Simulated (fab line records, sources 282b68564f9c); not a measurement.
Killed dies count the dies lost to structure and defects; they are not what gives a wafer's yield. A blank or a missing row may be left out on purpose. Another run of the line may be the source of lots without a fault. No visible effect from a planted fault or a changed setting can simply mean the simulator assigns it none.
A struck lot beside a sound one -- flow rit_cmos -- 13 steps out of a route of 202
Sound: wafers L882.1, L882.4, L882.5. Wafers struck: L889.1, L889.3, L889.4. Last of all comes the cause.
Per side, at each step with rows, come the tool, then ch with its chambers, and then its first start. Under that, the readings that differ: sound wafers -- struck wafers -- difference of the means -- sigmas: that difference in standard deviations of wafers without a fault.
alike: a reading whose means differ by less than 2 such deviations, as well as words and numbers matching on both sides. not compared: withheld readings; readings where some wafer has no value; bounds like >300 that might hide an equal value; numbers whose values overlap and for which the record gives no deviation.
The two part at a step that has a row with sigmas, a row that says differs or no value, or rows on one side only. Numbers that have no deviation but don't overlap get no sigmas and don't part them. A reading missing from all wafers of one side parts the sides only when that side holds two or more wafers.

RIT_ACTIVE_BOW_MEAS_00:
  sound on film_metro-01 at day 2 06:00; struck on film_metro-01 at day 3 17:00
  alike: INCOMING_BOW
then, 1 step without rows for these wafers: RIT_ACTIVE_OXIDATION_01 (target thk 46.8 nm, ox time 3360 s).
RIT_ACTIVE_THK_MEAS_02:
  sound on film_metro-04 at day 2 10:22; struck on film_metro-04 at day 3 19:03
  alike: ACTIVE_OXIDE_THK
then, 1 step without rows for these wafers: RIT_ACTIVE_CVD_03 (deposits Si3N4 from SiH2Cl2/NH3, target thk 150 nm, time 1500 s).
RIT_ACTIVE_THK_MEAS_04:
  sound on film_metro-04 at day 2 11:50; struck on film_metro-01 at day 3 20:32
  alike: ACTIVE_NITRIDE_THK
then, 2 steps without rows for these wafers: RIT_ACTIVE_HMDS_05 (prime time 57.66 s); RIT_ACTIVE_COAT_06 (resist thk 1000 nm).
RIT_ACTIVE_SOFTBAKE_07: time 60 s.
  sound on litho_track-04 ch 0, day 2 12:12; struck on litho_track-03 ch 0, day 3 20:53
reading,sound,struck,difference,sigmas
heater_power_total_W (W),34.55 34.60 34.56,35.57 35.66 35.54,+1.02,+20
plate_temp_C (C),89.72 89.99 89.84,91.94 92.18 92.33,+2.30,+18
model.NOVOLAK_of_ACTIVE_COAT_06.thk_nm (nm),999.3 999.2 999.1,992 991.8 992.7,-7,
then, 2 steps without rows for these wafers: RIT_ACTIVE_EXPOSE_08 (exposes mask M1, target cd 1400 nm); RIT_ACTIVE_PEB_09.
RIT_ACTIVE_DEVELOP_10: develop time 50 s.
  sound: litho_track-03 ch 0; struck: litho_track-04 ch 0
reading,sound,struck,difference,sigmas
model.NOVOLAK_of_ACTIVE_COAT_06.thk_nm (nm),998.9 998.9 998.8,991.6 991.5 992.4,-7.0,
RIT_ACTIVE_CD_MEAS_11: target cd 1400 nm.
  sound on cd_sem-01 at day 2 12:55; struck on cd_sem-01 at day 3 21:26
  alike: cd_nm
-- the record jumps here: 2 days lie between the struck wafers' starts before and after (it left off in module ACTIVE and takes up again in module M1, whose first step shown is number 202 of the route) --
RIT_M1_PROBE_99:
  sound on prober-02 at day 4 16:31; struck on prober-01 at day 6 03:22
  alike: killed_at_contacts, killed_at_front_end, killed_dies, killed_open, killed_short

WHERE THEY PART
At RIT_ACTIVE_SOFTBAKE_07 and nowhere else, as far as this record goes. Later steps at which nothing parts them and some readings are alike: RIT_ACTIVE_CD_MEAS_11, RIT_M1_PROBE_99.

WHY: whatever the simulator had introduced
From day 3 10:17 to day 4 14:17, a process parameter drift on litho_track-03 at RIT_ACTIVE_SOFTBAKE_07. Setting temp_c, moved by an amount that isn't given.
